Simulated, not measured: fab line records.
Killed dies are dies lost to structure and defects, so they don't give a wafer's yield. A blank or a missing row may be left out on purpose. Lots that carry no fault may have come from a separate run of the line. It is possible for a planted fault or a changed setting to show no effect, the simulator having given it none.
The tool behind it: which one? + flow rit cmos + 13 lots with 39 wafers sampled at 5 steps, on a route of 202 steps

## WHAT THE GAUGES READ, wafer by wafer
RIT_ACTIVE_BOW_MEAS_00. Usual: INCOMING_BOW -1 um, standard deviation 6.8.
| lot  | measured    | on            | INCOMING_BOW (um) | flag |
|------|-------------|---------------|-------------------|------|
| L386 | day 1 10:00 | film metro-03 | 11 5 -8           |      |
| L387 | day 1 15:02 | film metro-03 | 6 2 1             |      |
| L388 | day 1 20:01 | film metro-04 | -8 -11 2          |      |
| L389 | day 2 01:02 | film metro-03 | -3 -9 -4          |      |
| L390 | day 2 06:00 | film metro-02 | 6 -10 -4          |      |
| L391 | day 2 11:02 | film metro-04 | -3 -7 4           |      |
| L392 | day 2 16:00 | film metro-03 | -8 -2 -11         |      |
| L394 | day 3 02:02 | film metro-03 | 3 -6 3            |      |
| L395 | day 3 07:00 | film metro-02 | 5 2 2             |      |
| L397 | day 3 17:01 | film metro-03 | 1 3 -2            |      |
| L404 | day 5 04:00 | film metro-02 | -12 3 5           |      |
| L406 | day 5 14:04 | film metro-02 | 2 -2 2            |      |
| L408 | day 6 00:02 | film metro-02 | -9 14 11          |      |

RIT_M1_RS_MEAS_01: the measuring method here is four-point-probe. Usual: M1_AL_RS 0.0732 ohm/sq, standard deviation 0.00094.
| lot  | measured    | on            | M1_AL_RS (ohm/sq)    | flag |
|------|-------------|---------------|----------------------|------|
| L386 | day 3 08:02 | film metro-02 | 0.0724 0.0725 0.0726 |      |
| L387 | day 3 10:41 | film metro-03 | 0.0727 0.0731 0.0731 |      |
| L388 | day 3 18:16 | film metro-04 | 0.0758 0.0748 0.0740 |      |
| L389 | day 4 00:51 | film metro-04 | 0.0728 0.0723 0.0730 |      |
| L390 | day 4 03:50 | film metro-04 | 0.0745 0.0742 0.0738 |      |
| L391 | day 4 13:21 | film metro-02 | 0.0742 0.0732 0.0726 |      |
| L392 | day 4 16:17 | film metro-04 | 0.0718 0.0724 0.0728 |      |
| L394 | day 5 02:11 | film metro-04 | 0.0742 0.0744 0.0750 |      |
| L395 | day 5 08:20 | film metro-04 | 0.0734 0.0721 0.0724 |      |
| L397 | day 5 15:31 | film metro-02 | 0.0562 0.0725 0.0737 | OFF  |
| L404 | day 7 09:58 | film metro-04 | 0.0746 0.0735 0.0740 |      |
| L406 | day 7 14:59 | film metro-02 | 0.0730 0.0725 0.0721 |      |
| L408 | day 8 02:05 | film metro-03 | 0.0740 0.0733 0.0739 |      |

RIT_M1_THK_MEAS_02: measures by xrf. Usual: M1_AL_THK 398 nm, standard deviation 5.4.
| lot  | measured    | on            | M1_AL_THK (nm) | flag |
|------|-------------|---------------|----------------|------|
| L386 | day 3 08:09 | film metro-02 | 405 401 401    |      |
| L387 | day 3 10:47 | film metro-03 | 403 402 404    |      |
| L388 | day 3 18:23 | film metro-04 | 385 386 392    |      |
| L389 | day 4 00:57 | film metro-04 | 401 401 399    |      |
| L390 | day 4 03:58 | film metro-04 | 390 390 396    |      |
| L391 | day 4 13:27 | film metro-02 | 393 396 399    |      |
| L392 | day 4 16:24 | film metro-04 | 407 403 399    |      |
| L394 | day 5 02:17 | film metro-04 | 391 388 387    |      |
| L395 | day 5 08:27 | film metro-04 | 395 402 397    |      |
| L397 | day 5 15:38 | film metro-02 | 514 400 393    | OFF  |
| L404 | day 7 10:05 | film metro-04 | 388 396 391    |      |
| L406 | day 7 15:05 | film metro-02 | 396 401 403    |      |
| L408 | day 8 02:11 | film metro-03 | 393 400 396    |      |

## TOOL THAT RAN EACH LOT (tool first, then ch and the chambers of the sampled wafers, then the start)
| lot  | RIT_PRETRO_SOFTBAKE_02           | RIT_M1_SPUTTER_00           |
|------|----------------------------------|-----------------------------|
| L386 | litho track-04 ch 0, day 2 09:29 | pvd sputter-03, day 3 07:44 |
| L387 | litho track-03 ch 0, day 2 11:37 | pvd sputter-04, day 3 10:21 |
| L388 | litho track-01 ch 0, day 2 17:21 | pvd sputter-02, day 3 17:57 |
| L389 | litho track-03 ch 0, day 2 22:51 | pvd sputter-04, day 4 00:31 |
| L390 | litho track-04 ch 0, day 3 05:04 | pvd sputter-02, day 4 03:33 |
| L391 | litho track-04 ch 0, day 3 11:08 | pvd sputter-04, day 4 13:01 |
| L392 | litho track-01 ch 0, day 3 15:32 | pvd sputter-03, day 4 15:59 |
| L394 | litho track-04 ch 0, day 4 00:18 | pvd sputter-02, day 5 01:51 |
| L395 | litho track-04 ch 0, day 4 08:20 | pvd sputter-04, day 5 08:02 |
| L397 | litho track-03 ch 0, day 4 13:45 | pvd sputter-04, day 5 15:12 |
| L404 | litho track-04 ch 0, day 6 09:14 | pvd sputter-02, day 7 09:40 |
| L406 | litho track-03 ch 0, day 6 15:13 | pvd sputter-03, day 7 14:38 |
| L408 | litho track-03 ch 0, day 6 21:50 | pvd sputter-02, day 8 01:44 |
- RIT_PRETRO_SOFTBAKE_02: time 62.37 s.
- RIT_M1_SPUTTER_00: material Al, target thk 400 nm, time 500 s.

## WHAT THE TOOLS THEMSELVES READ (means of the sampled wafers that have a number; where no wafer has one, the mark that the record gives instead)
RIT_PRETRO_SOFTBAKE_02. Usual: plate sensor t centre C 90.970 C, standard deviation 0.011; plate sensor t edge C 91.019 C, standard deviation 0.01.
| lot  | tool           | plate sensor t centre C (C) | plate sensor t edge C (C) | flag |
|------|----------------|-----------------------------|---------------------------|------|
| L386 | litho track-04 | 90.976                      | 91.016                    |      |
| L387 | litho track-03 | 90.977                      | 91.013                    |      |
| L388 | litho track-01 | 90.973                      | 91.009                    |      |
| L389 | litho track-03 | 90.975                      | 91.024                    |      |
| L390 | litho track-04 | 90.977                      | 91.022                    |      |
| L391 | litho track-04 | 90.965                      | 91.022                    |      |
| L392 | litho track-01 | 90.971                      | 91.024                    |      |
| L394 | litho track-04 | 90.963                      | 91.018                    |      |
| L395 | litho track-04 | 90.960                      | 91.028                    |      |
| L397 | litho track-03 | 90.978                      | 91.016                    |      |
| L404 | litho track-04 | 90.965                      | 91.024                    |      |
| L406 | litho track-03 | 90.964                      | 91.014                    |      |
| L408 | litho track-03 | 90.972                      | 91.016                    |      |

RIT_M1_SPUTTER_00. Usual: cathode dc power W 2000.0 W, standard deviation 0.38; throttle valve pct 30.7 %, standard deviation 1.1.
| lot  | tool           | cathode dc power W (W) | throttle valve pct (%) | flag |
|------|----------------|------------------------|------------------------|------|
| L386 | pvd sputter-03 | 2000.0                 | 30.3                   |      |
| L387 | pvd sputter-04 | 1999.8                 | 31.0                   |      |
| L388 | pvd sputter-02 | 2000.0                 | 30.6                   |      |
| L389 | pvd sputter-04 | 2000.0                 | 32.4                   |      |
| L390 | pvd sputter-02 | 2000.3                 | 30.6                   |      |
| L391 | pvd sputter-04 | 2000.3                 | 31.5                   |      |
| L392 | pvd sputter-03 | 2000.1                 | 29.7                   |      |
| L394 | pvd sputter-02 | 2000.1                 | 29.7                   |      |
| L395 | pvd sputter-04 | 1999.8                 | 31.6                   |      |
| L397 | pvd sputter-04 | 2204.7                 | 31.2                   | OFF  |
| L404 | pvd sputter-02 | 2000.3                 | 29.5                   |      |
| L406 | pvd sputter-03 | 2000.1                 | 30.3                   |      |
| L408 | pvd sputter-02 | 2000.0                 | 30.7                   |      |

## THE ANSWER, worked out from the rows above alone
Rule: a lot counts as off when the mean over its wafers that have a number is more than 3 standard deviations away from the usual mean. Also off: a lot with no number at a reading for which 4 or more lots have one. Any other lot the step has rows for is counted as sound. The gauges are gone through in route order, then the tools' own readings, and for those a lot's mean is taken as printed above. At the first step where some lot is off, the reading lying furthest off is the one used; lots without a number count as furthest.
Off: at RIT_M1_RS_MEAS_01 (M1_AL_RS), L397.
A tool fits if, at a process step before that reading, it ran every lot that is off, and no sound lot after the first of them. Not tried: the gauges at RIT_M1_RS_MEAS_01; whatever is off there is also off at RIT_M1_SPUTTER_00, on other tools, and gauge error can't account for it. One fits: RIT_M1_SPUTTER_00 on pvd sputter-04. A fault onset in the window from L395 (day 5 08:02, its last sound lot) to L397 (day 5 15:12, its first lot off) fits.
On the lots that are off, the tool's own readings at RIT_M1_SPUTTER_00 differ by more than 5 times the standard deviation of the sound lots' means, which bears it out; cathode dc power W reads 2204.7 W there versus 2000.1 W on the sound lots.

## WHAT THE SIMULATOR HAD PUT IN
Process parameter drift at RIT_M1_SPUTTER_00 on pvd sputter-04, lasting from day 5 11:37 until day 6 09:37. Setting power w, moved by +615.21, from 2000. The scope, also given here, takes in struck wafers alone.
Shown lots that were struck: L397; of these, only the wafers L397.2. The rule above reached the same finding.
